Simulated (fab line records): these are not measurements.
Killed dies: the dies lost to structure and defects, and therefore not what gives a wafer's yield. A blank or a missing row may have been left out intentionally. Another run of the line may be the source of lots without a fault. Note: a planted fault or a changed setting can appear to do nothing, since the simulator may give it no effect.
fab line records	flow ritCmos
[record] lots = 5	wafers = 15	lastDay = 7
route steps=202 shown PLDD@115 SPACER@125 NSD@131 PSD@142 SDANNEAL@153 M1@202
lots that met no fault: from a run of the same line without faults
startH: the number of hours between the record's first day and the start of the first shown wafer of the lot	waitH: how many hours have passed since the lot's step before this one	" unchanged from the row above	L1.1+2: a single row standing in for several wafers	- either no value or no given start	* or withheld: withheld	< > ~ a bound
route shown NAME@n: names a module that has steps shown in the file, with the first one's number in the route	usual: mean and standard deviation over wafers with no fault	same: alike in all rows	chamber/n: place in a boat	sites: each site's reading	_std_site: how widely they spread, as a standard deviation	_edge_site: outer sites' mean less inner sites'	radiusMm: how far each site lies from the wafer's centre	mask NAME#n: copy n	behind: the tool/chamber that last shaped the wafer	hold: why the lot went on hold/how many hours it stayed there/how the hold came to an end	device: whichever transistor did not switch (one of n, p or np)	end of line: the same wafers' tests at the end of the route	step lacking rows: just its recipe	killed: dies lost to structure and defects at the first sort, not the wafer's yield	map: the dies of a wafer, with x for killed, . for not killed, _ for no die there
set.NAME: the setting the step ran with; set.NAME@STEP: the setting that earlier step ran with	model.NAME: the simulator's own value behind a step, which no gauge read
a table for each step, a row for each wafer; lots at some steps of the route
services: the hour from which a tool's chamber was out of use, counted from the record's first day as startH (under 0 if before that day), plus the number of hours and why
[[steps]]
[step RIT_PLDD_COAT_01]
[recipe] resist = NOVOLAK	spinRpm = 3250	resistThkNm = 1000
[step RIT_PLDD_SOFTBAKE_02]
[recipe] resist = NOVOLAK	tempC = 90	timeS = 60
[step RIT_PLDD_EXPOSE_03]
[recipe] maskId = M8	na = 0.57	targetCdNm = 40900	doseMj = 250
[step RIT_PLDD_PEB_04]
[recipe] resist = NOVOLAK	tempC = withheld	timeS = withheld
[step RIT_PLDD_DEVELOP_05]
[recipe] resist = NOVOLAK	developTimeS = 50	devTempC = 23
[step RIT_PLDD_OVL_MEAS_06]
[usual] PLDD_OVL = 0.1/1.4
lot.wafer	tool	chamber	startH	waitH	PLDD_OVL[nm]
L474.2	overlay-01	-	83.45	-	1.3
L474.5	"	-	"	"	0.5
L474.6	"	-	"	"	0.0
L482.1	overlay-02	-	122.49	-	0.3
L482.5	"	-	"	"	-1.1
L482.6	"	-	"	"	0.0
L484.1	overlay-02	-	134.34	-	-2.6
L484.2	"	-	"	"	-2.2
L484.6	"	-	"	"	-0.1
L485.1	overlay-02	-	137.50	-	-0.7
L485.2	"	-	"	"	-1.4
L485.4	"	-	"	"	-1.7
L487.2	overlay-01	-	147.26	-	-0.6
L487.4	"	-	"	"	-1.6
L487.5	"	-	"	"	-0.2
[step RIT_PLDD_HARDBAKE_07]
[recipe] resist = NOVOLAK	tempC = 140	timeS = 60
[step RIT_PLDD_IMPLANT_08]
[recipe] species = BF2	energyKev = 19.68	doseCm2 = 9e+14	tiltDeg = 7
[step RIT_PLDD_STRIP_09]
[recipe] chemistry = O2	timeS = 180	resist = NOVOLAK	platenTempC = withheld	powerW = 500	pressureMtorr = 4000	o2FlowSccm = 4000
[usual] drypumpMotorCurrentA = 5.8/0.44
lot.wafer	tool	chamber	startH	waitH	drypumpMotorCurrentA	rfHoursCounterH
L474.2	plasmaAsher-02	0	83.78	0.1	6.0	46
L474.5	"	1	"	"	6.1	-
L474.6	"	0	"	"	6.0	-
L482.1	plasmaAsher-01	0	122.83	0.1	6.2	1
L482.5	"	1	"	"	5.3	-
L482.6	"	0	"	"	6.2	-
L484.1	plasmaAsher-04	0	134.67	0.1	6.3	50
L484.2	"	1	"	"	5.3	50
L484.6	"	0	"	"	6.3	-
L485.1	plasmaAsher-02	1	137.84	0.1	6.0	52
L485.2	"	0	"	"	6.0	52
L485.4	"	0	"	"	6.0	-
L487.2	plasmaAsher-04	1	147.59	0.1	5.3	51
L487.4	"	0	"	"	6.3	-
L487.5	"	1	"	"	5.2	-
[step RIT_PLDD_TW_MEAS_10]
[usual] PLDD_TW = 2344/13
lot.wafer	tool	chamber	startH	waitH	PLDD_TW
L474.2	filmMetro-03	-	83.96	0.1	2351
L474.5	"	-	"	"	2368
L474.6	"	-	"	"	2348
L482.1	filmMetro-01	-	123.00	0.1	2338
L482.5	"	-	"	"	2342
L482.6	"	-	"	"	2346
L484.1	filmMetro-02	-	134.85	0.1	2340
L484.2	"	-	"	"	2328
L484.6	"	-	"	"	2335
L485.1	filmMetro-02	-	138.01	0.1	2337
L485.2	"	-	"	"	2336
L485.4	"	-	"	"	2323
L487.2	filmMetro-01	-	147.78	0.1	2341
L487.4	"	-	"	"	2337
L487.5	"	-	"	"	2350
[step RIT_SPACER_CLEAN_00]
[recipe] chemistry = SC1	mix = 3:3:50	timeS = 600	tempC = 75
[step RIT_SPACER_CLEAN_01]
[recipe] chemistry = dHF	dilution = 50:1	timeS = 30
[step RIT_SPACER_CLEAN_02]
[recipe] chemistry = SC2	mix = 3:3:50	timeS = 600	tempC = 75	dry = n2Spin
[usual] bathGuardTempC = 75.1/0.58	bathHeatDutyPct = 15.7/1.5
lot.wafer	tool	chamber	startH	waitH	bathGuardTempC	bathHeatDutyPct
L474.2	wetBench-01	3	84.22	0.0	74.8	15.6
L474.5	"	3	"	"	74.7	16.2
L474.6	"	3	"	"	75.1	15.0
L482.1	wetBench-04	0	123.26	0.0	75.1	14.2
L482.5	"	0	"	"	75.0	13.7
L482.6	"	0	"	"	75.6	15.9
L484.1	wetBench-04	2	135.10	0.0	74.7	14.3
L484.2	"	2	"	"	74.8	15.0
L484.6	"	2	"	"	74.8	14.4
L485.1	wetBench-03	2	138.27	0.0	74.2	18.9
L485.2	"	2	"	"	74.1	17.8
L485.4	"	2	"	"	74.5	17.2
L487.2	wetBench-03	1	148.02	0.0	74.7	14.8
L487.4	"	1	"	"	74.5	14.4
L487.5	"	1	"	"	74.8	14.5
[step RIT_SPACER_CVD_03]
[recipe] material = Si3N4	targetThkNm = 250	tempC = 810	precursor = SiH2Cl2/NH3	timeS = 3300	pressureMtorr = 300	sih2cl2FlowSccm = 60	nh3FlowSccm = 150
[step RIT_SPACER_THK_MEAS_04]
[recipe] reads = Si3N4_of_SPACER_CVD_03
[usual] SPACER_NITRIDE_THK = 249.5/2.4
lot.wafer	tool	chamber	startH	waitH	SPACER_NITRIDE_THK[nm]
L474.2	filmMetro-02	-	86.32	0.0	255.3
L474.5	"	-	"	"	255.2
L474.6	"	-	"	"	255.1
L482.1	filmMetro-04	-	125.35	0.0	251.9
L482.5	"	-	"	"	250.8
L482.6	"	-	"	"	248.6
L484.1	filmMetro-02	-	137.19	0.0	250.1
L484.2	"	-	"	"	248.7
L484.6	"	-	"	"	249.0
L485.1	filmMetro-04	-	140.45	0.0	252.1
L485.2	"	-	"	"	250.5
L485.4	"	-	"	"	252.9
L487.2	filmMetro-04	-	150.12	0.0	245.9
L487.4	"	-	"	"	243.2
L487.5	"	-	"	"	244.6
[step RIT_SPACER_ETCHBACK_05]
[recipe] targetDepthA = 2500	SF6_flow_sccm = 30	CHF3_flow_sccm = 30	target = Si3N4	chemistry = SF6/CHF3	pressureMtorr = 40	rfW = 250	timeS = 240	stopOn = SiO2
[usual] CHF3_flow_sccm = 29.99/0.085	drypumpMotorCurrentA = 5.9/0.3	oesProductAu = 0.843/0.013	throttleValvePct = 10.21/0.14
lot.wafer	tool	chamber	startH	waitH	CHF3_flow_sccm	drypumpMotorCurrentA	oesProductAu	rfHoursCounterH	throttleValvePct
L474.2	rieDiel-04	2	86.37	0.0	29.91	6.0	0.875	0	10.28
L474.5	"	0	"	"	29.90	5.5	0.882	-	10.27
L474.6	"	3	"	"	29.96	5.6	0.856	-	10.22
L482.1	rieDiel-04	3	125.41	0.1	29.96	5.6	0.851	9	10.22
L482.5	"	2	"	"	29.98	6.0	0.862	-	10.28
L482.6	"	1	"	"	29.99	5.9	0.843	-	10.30
L484.1	rieDiel-03	2	137.25	0.1	29.78	6.3	0.828	107	9.88
L484.2	"	1	"	"	30.12	5.7	0.852	40	10.50
L484.6	"	0	"	"	30.01	6.2	0.839	-	10.26
L485.1	rieDiel-03	2	140.51	0.1	30.16	6.3	0.851	107	9.87
L485.2	"	3	"	"	30.06	5.7	0.855	7	10.04
L485.4	"	0	"	"	30.04	6.3	0.848	49	10.27
L487.2	rieDiel-02	1	150.17	0.0	29.91	6.5	0.820	4	10.24
L487.4	"	3	"	"	29.78	5.5	0.831	5	10.04
L487.5	"	1	"	"	29.91	6.4	0.814	-	10.23
[step RIT_NSD_HMDS_00]
[recipe] primeTimeS = 60	primeTempC = 140
[step RIT_NSD_COAT_01]
[recipe] resist = NOVOLAK	spinRpm = 3250	resistThkNm = 1000
[step RIT_NSD_SOFTBAKE_02]
[recipe] resist = NOVOLAK	tempC = 90	timeS = 60
[step RIT_NSD_EXPOSE_03]
[recipe] maskId = M9	na = 0.57	targetCdNm = 40700	doseMj = 250
[step RIT_NSD_PEB_04]
[recipe] resist = NOVOLAK	tempC = withheld	timeS = withheld
[step RIT_NSD_DEVELOP_05]
[recipe] resist = NOVOLAK	developTimeS = 50	devTempC = 23.72
[step RIT_NSD_OVL_MEAS_06]
[usual] NSD_OVL = -0.2/1.5
lot.wafer	tool	chamber	startH	waitH	NSD_OVL[nm]
L474.2	overlay-01	-	87.38	-	0.4
L474.5	"	-	"	"	0.2
L474.6	"	-	"	"	1.8
L482.1	overlay-01	-	126.44	-	-0.6
L482.5	"	-	"	"	-2.4
L482.6	"	-	"	"	-3.8
L484.1	overlay-02	-	138.38	-	-0.7
L484.2	"	-	"	"	-0.6
L484.6	"	-	"	"	-0.7
L485.1	overlay-01	-	141.54	-	1.5
L485.2	"	-	"	"	1.5
L485.4	"	-	"	"	-0.3
L487.2	overlay-02	-	151.30	-	1.0
L487.4	"	-	"	"	2.1
L487.5	"	-	"	"	-1.2
[step RIT_NSD_HARDBAKE_07]
[recipe] resist = NOVOLAK	tempC = 140	timeS = 60
[step RIT_NSD_IMPLANT_08]
[recipe] species = P	energyKev = 25	doseCm2 = 1e+15	tiltDeg = 7
[step RIT_NSD_STRIP_09]
[recipe] chemistry = O2	timeS = 180	resist = NOVOLAK	platenTempC = withheld	powerW = 500	pressureMtorr = 4000	o2FlowSccm = 4000
[usual] drypumpMotorCurrentA = 5.9/0.31
lot.wafer	tool	chamber	startH	waitH	drypumpMotorCurrentA	rfHoursCounterH
L474.2	plasmaAsher-02	1	87.71	0.1	6.0	47
L474.5	"	0	"	"	6.0	-
L474.6	"	1	"	"	6.1	-
L482.1	plasmaAsher-03	0	126.78	0.1	6.1	37
L482.5	"	1	"	"	5.8	-
L482.6	"	0	"	"	6.1	-
L484.1	plasmaAsher-03	1	138.72	0.1	5.8	38
L484.2	"	0	"	"	6.1	38
L484.6	"	1	"	"	5.8	-
L485.1	plasmaAsher-02	1	141.88	0.1	6.0	52
L485.2	"	0	"	"	6.0	52
L485.4	"	1	"	"	6.0	-
L487.2	plasmaAsher-03	0	151.63	0.1	6.1	39
L487.4	"	0	"	"	6.1	-
L487.5	"	1	"	"	5.8	-
[step RIT_NSD_TW_MEAS_10]
[usual] NSD_TW = 3120/19
lot.wafer	tool	chamber	startH	waitH	NSD_TW
L474.2	filmMetro-03	-	87.89	0.1	3140
L474.5	"	-	"	"	3154
L474.6	"	-	"	"	3137
L482.1	filmMetro-01	-	126.95	0.1	3127
L482.5	"	-	"	"	3133
L482.6	"	-	"	"	3132
L484.1	filmMetro-03	-	138.89	0.1	3147
L484.2	"	-	"	"	3142
L484.6	"	-	"	"	3137
L485.1	filmMetro-01	-	142.05	0.1	3132
L485.2	"	-	"	"	3117
L485.4	"	-	"	"	3144
L487.2	filmMetro-01	-	151.82	0.1	3123
L487.4	"	-	"	"	3137
L487.5	"	-	"	"	3130
[step RIT_PSD_HMDS_00]
[recipe] primeTimeS = 60	primeTempC = 140
[step RIT_PSD_COAT_01]
[recipe] resist = NOVOLAK	spinRpm = 3250	resistThkNm = 1000
[step RIT_PSD_SOFTBAKE_02]
[recipe] resist = NOVOLAK	tempC = 90	timeS = 60
[step RIT_PSD_EXPOSE_03]
[recipe] maskId = M10	na = 0.57	targetCdNm = 40900	doseMj = 250
[step RIT_PSD_PEB_04]
[recipe] resist = NOVOLAK	tempC = withheld	timeS = withheld
[step RIT_PSD_DEVELOP_05]
[recipe] resist = NOVOLAK	developTimeS = 50	devTempC = 23
[step RIT_PSD_OVL_MEAS_06]
[usual] PSD_OVL = 0.1/1.3
lot.wafer	tool	chamber	startH	waitH	PSD_OVL[nm]
L474.2	overlay-01	-	88.92	-	1.5
L474.5	"	-	"	"	-1.5
L474.6	"	-	"	"	1.3
L482.1	overlay-01	-	127.99	-	0.8
L482.5	"	-	"	"	0.4
L482.6	"	-	"	"	0.4
L484.1	overlay-01	-	139.93	-	0.5
L484.2	"	-	"	"	1.2
L484.6	"	-	"	"	0.2
L485.1	overlay-01	-	142.96	-	0.7
L485.2	"	-	"	"	0.2
L485.4	"	-	"	"	0.4
L487.2	overlay-02	-	152.85	-	2.0
L487.4	"	-	"	"	1.8
L487.5	"	-	"	"	3.9
[step RIT_PSD_HARDBAKE_07]
[recipe] resist = NOVOLAK	tempC = 141	timeS = 60
[step RIT_PSD_IMPLANT_08]
[recipe] species = BF2	energyKev = 27	doseCm2 = 5e+15	tiltDeg = 7
[step RIT_PSD_STRIP_09]
[recipe] chemistry = O2	timeS = 180	resist = NOVOLAK	platenTempC = withheld	powerW = 500	pressureMtorr = 4000	o2FlowSccm = 4000
[usual] drypumpMotorCurrentA = 5.8/0.41
lot.wafer	tool	chamber	startH	waitH	drypumpMotorCurrentA	rfHoursCounterH
L474.2	plasmaAsher-01	1	89.25	0.1	5.3	42
L474.5	"	1	"	"	5.2	-
L474.6	"	0	"	"	6.2	-
L482.1	plasmaAsher-01	1	128.32	0.1	5.3	1
L482.5	"	1	"	"	5.3	-
L482.6	"	0	"	"	6.2	-
L484.1	plasmaAsher-03	1	140.26	0.1	5.7	38
L484.2	"	0	"	"	6.1	38
L484.6	"	0	"	"	6.1	-
L485.1	plasmaAsher-03	1	143.30	0.1	5.7	38
L485.2	"	0	"	"	6.1	38
L485.4	"	0	"	"	6.1	-
L487.2	plasmaAsher-03	0	153.18	0.1	6.1	40
L487.4	"	1	"	"	5.8	-
L487.5	"	1	"	"	5.8	-
[step RIT_PSD_TW_MEAS_10]
[usual] PSD_TW = 3428/23
lot.wafer	tool	chamber	startH	waitH	PSD_TW
L474.2	filmMetro-01	-	89.44	0.1	3433
L474.5	"	-	"	"	3437
L474.6	"	-	"	"	3440
L482.1	filmMetro-02	-	128.50	0.1	3411
L482.5	"	-	"	"	3418
L482.6	"	-	"	"	3409
L484.1	filmMetro-03	-	140.44	0.1	3459
L484.2	"	-	"	"	3440
L484.6	"	-	"	"	3476
L485.1	filmMetro-01	-	143.47	0.1	3423
L485.2	"	-	"	"	3421
L485.4	"	-	"	"	3441
L487.2	filmMetro-02	-	153.36	0.1	3408
L487.4	"	-	"	"	3409
L487.5	"	-	"	"	3413
[step RIT_SDANNEAL_CLEAN_00]
[recipe] chemistry = SC1	mix = 3:3:50	timeS = 600	tempC = 75
[step RIT_SDANNEAL_CLEAN_01]
[recipe] chemistry = dHF	dilution = 50:1	timeS = 30
[step RIT_SDANNEAL_CLEAN_02]
[recipe] chemistry = SC2	mix = 3:3:50	timeS = 600	tempC = 75	dry = n2Spin
[step RIT_SDANNEAL_RTA_03]
[recipe] tempC = 1050	timeS = 5	idleTempC = 600	rampUpCPerS = 342	rampDownCPerS = 171	coolToC = 600	ambient = N2
[usual] wafer_temp_C_max = 1053.5/1.1
lot.wafer	tool	chamber	startH	waitH	wafer_temp_C_max
L474.2	rtpAnneal-01	0	89.88	0.0	1055.5
L474.5	"	0	"	"	1054.5
L474.6	"	0	"	"	1054.0
L482.1	rtpAnneal-01	0	128.96	0.0	1053.1
L482.5	"	0	"	"	1052.9
L482.6	"	0	"	"	1052.1
L484.1	rtpAnneal-01	0	140.90	0.0	1052.2
L484.2	"	0	"	"	1052.2
L484.6	"	0	"	"	1054.6
L485.1	rtpAnneal-02	0	143.92	0.0	1052.4
L485.2	"	0	"	"	1052.1
L485.4	"	0	"	"	1054.3
L487.2	rtpAnneal-02	0	153.81	0.0	1052.5
L487.4	"	0	"	"	1056.0
L487.5	"	0	"	"	1052.6
[step RIT_M1_PROBE_99]
[usual] killedAtContacts = 0.1/0.29	killedAtFrontEnd = 6.3/2.8	killedDies = 6.4/2.8	killedOpen = 3.3/1.7	killedShort = 3.1/1.9
[same] grossDies = 264	killed_at_M0_to_M3 = 0	killed_at_M4_up = 0	killedAtBackSide = 0	killedAtOther = 0
lot.wafer	tool	chamber	startH	waitH	killedAtContacts	killedAtFrontEnd	killedDies	killedOpen	killedShort
L474.2	prober-01	-	97.46	0.1	0	11	11	6	5
L474.5	prober-01	-	97.61	0.2	0	6	6	2	4
L474.6	prober-01	-	97.66	0.2	0	4	4	2	2
L482.1	prober-01	-	136.49	0.1	0	41	41	4	1
L482.5	prober-01	-	136.69	0.2	0	35	35	2	0
L482.6	prober-01	-	136.74	0.2	0	40	40	1	3
L485.1	prober-02	-	151.42	0.1	0	0	0	0	0
L485.2	prober-02	-	151.47	0.1	0	6	6	3	3
L485.4	prober-02	-	151.57	0.2	0	4	4	2	2
L487.2	prober-02	-	161.43	0.1	0	2	2	2	0
L487.4	prober-02	-	161.53	0.2	0	6	6	3	3
L487.5	prober-02	-	161.58	0.2	0	4	4	3	1
// killed by level:class
L474.2 GATE:geometricParticle:short=4 GATE:geometricParticle:open=4 REOX:geometricParticle:short=1 SPACER:geometricParticle:open=1 SILICIDE:geometricParticle:open=1
L474.5 GATE:geometricParticle:short=2 FOX1:geometricParticle:short=1 REOX:geometricParticle:short=1 REOX:geometricParticle:open=1 SILICIDE:geometricParticle:open=1
L474.6 GATE:geometricParticle:open=2 FOX1:geometricParticle:short=1 GATE:geometricParticle:short=1
L482.1 SPACER:unspecified=36 FOX1:geometricParticle:open=1 GATE:geometricParticle:open=1 GATE:geometricParticle:short=1 REOX:geometricParticle:open=1 SILICIDE:geometricParticle:open=1
L482.5 SPACER:unspecified=33 FOX2:geometricParticle:open=1 REOX:geometricParticle:open=1
L482.6 SPACER:unspecified=36 REOX:geometricParticle:short=2 GATE:geometricParticle:short=1 GATE:geometricParticle:open=1
L485.2 FOX1:geometricParticle:short=1 FOX1:geometricParticle:open=1 REOX:geometricParticle:open=1 SPACER:geometricParticle:short=1 SILICIDE:geometricParticle:open=1 SILICIDE:geometricParticle:short=1
L485.4 REOX:geometricParticle:short=2 FOX2:geometricParticle:open=1 GATE:geometricParticle:open=1
L487.2 SPACER:geometricParticle:open=2
L487.4 SPACER:geometricParticle:short=2 ACTIVE:geometricParticle:open=1 GATE:geometricParticle:short=1 REOX:geometricParticle:open=1 SILICIDE:geometricParticle:open=1
L487.5 FOX1:geometricParticle:open=1 GATE:geometricParticle:short=1 GATE:geometricParticle:open=1 SPACER:geometricParticle:open=1
// map L482.1 (x killed, . not)
________......._______
_____...x.........____
____...............___
___..x....x.........__
__.........x........._
__..............x...._
_.............x.xxx...
_.............xxxxxx..
_..............xxxxxx.
_...x.........xxxxxxxx
__.............xxxxxx_
__..............xxx.._
___.............xx..__
____...............___
_____.............____
________......._______
// map L484.6 (x killed, . not)
________....x.._______
_____........x....____
____...............___
___...............x.__
__x.................._
__..................._
_.....................
_...........x.........
_.x........x..........
_.....................
__..................._
__..................._
___......x..........__
____...............___
_____.............____
________......._______
[[services]]
tool	chamber	startH	hours	kind
rieDiel-02	0	60.45	4.0	repair
rieDiel-04	2	71.33	-	clean
rieDiel-04	2	71.33	14.6	scheduledDown
rieDiel-04	2	71.33	14.6	ventCycle
plasmaAsher-03	-	71.77	2.8	pm
rieDiel-04	3	77.90	5.4	repair
plasmaAsher-04	-	83.19	3.2	repair
rieDiel-02	3	101.76	7.7	repair
rieDiel-03	-	105.71	4.3	pm
plasmaAsher-01	-	108.75	9.0	pm
plasmaAsher-01	0	108.75	9.0	ventCycle
plasmaAsher-01	1	108.75	9.0	ventCycle
rieDiel-02	-	110.99	0.8	repair
plasmaAsher-01	0	117.75	-	clean
plasmaAsher-01	1	117.75	-	clean
plasmaAsher-04	-	139.44	1.2	repair
plasmaAsher-02	-	152.50	10.0	pm
[[key]]
[firstSign] step = RIT_M1_PROBE_99	reading = killedAtFrontEnd	direction = up	sigmas = 11	usual = 6.3	struck = 38.7
[effect] step = RIT_M1_PROBE_99	reading = killedDies	direction = up	sigmas = 11	usual = 6.4	struck = 38.7
metAt RIT_SPACER_CLEAN_02
struckWafers L482.1,L482.5,L482.6
testerLeftOut L482
alsoFits RIT_PLDD_STRIP_09:plasmaAsher-01,RIT_SPACER_ETCHBACK_05:rieDiel-04,RIT_PSD_STRIP_09:plasmaAsher-01
[fault] kind = chamberParticleSource	tool = wetBench-04	chamber = 0	onsetH = 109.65	steps = RIT_SPACER_CLEAN_02	ratePerVisitCm2 = 1.3047	endH = 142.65
// testerLeftOut: of these lots the tester's yield and bins aren't shown, on N5 and GAA mostly nor the transistor test; their killed dies are dies lost to structure and defects alone, not to doping, threshold or leakage, so they don't give the yield
